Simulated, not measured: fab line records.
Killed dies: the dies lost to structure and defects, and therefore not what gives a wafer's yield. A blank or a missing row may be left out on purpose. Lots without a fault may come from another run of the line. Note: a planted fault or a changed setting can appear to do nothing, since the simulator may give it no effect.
The tool behind it: which one? | flow berkeley_cmos170 | 7 lots (21 wafers sampled), 1 step of a 331-step route

WHAT THE GAUGES READ, wafer by wafer
UCB170_SDANNEAL_RS_MEAS_02: the measuring method here is four-point-probe.
lot  | measured     | on            | PSD_RS (ohm/sq)
L970 | day 6 23:25  | film_metro-03 | 75.77 75.64 75.56
L971 | day 7 10:17  | film_metro-01 | 74.88 75.28 75.19
L979 | day 8 16:28  | film_metro-02 | 75.72 75.44 75.81
L974 | day 8 17:01  | film_metro-02 | 75.22 74.96 75.41
L982 | day 10 14:14 | film_metro-01 | 75.12 75.12 75.19
L988 | day 11 05:05 | film_metro-01 | 75.55 75.11 75.42
L991 | day 11 13:20 | film_metro-01 | 75.33 74.98 75.71

WHICH TOOL RAN EACH LOT (tool, then ch and the chambers of the sampled wafers, then the start)
Record: no process step prior to these readings.

THE ANSWER, worked out from the rows above alone
Rule: the usual values come from the lots themselves. Put in order of their means at a reading, lots are off if they are a third of the lots or fewer, leave a main group of 4 or more, and stand apart from it by a gap of 3 or more times the standard deviation of the main group's means; of several such gaps the widest counts. If all means in a main group match to the digits the tables above print for the reading, that group is not used. Also off: a lot with no number at a reading for which 4 or more lots have one. Where the step has rows for the other lots, those lots are counted as sound.
No lot is off on any of the readings shown, so nothing can be concluded from this.

WHAT THE SIMULATOR HAD PUT IN
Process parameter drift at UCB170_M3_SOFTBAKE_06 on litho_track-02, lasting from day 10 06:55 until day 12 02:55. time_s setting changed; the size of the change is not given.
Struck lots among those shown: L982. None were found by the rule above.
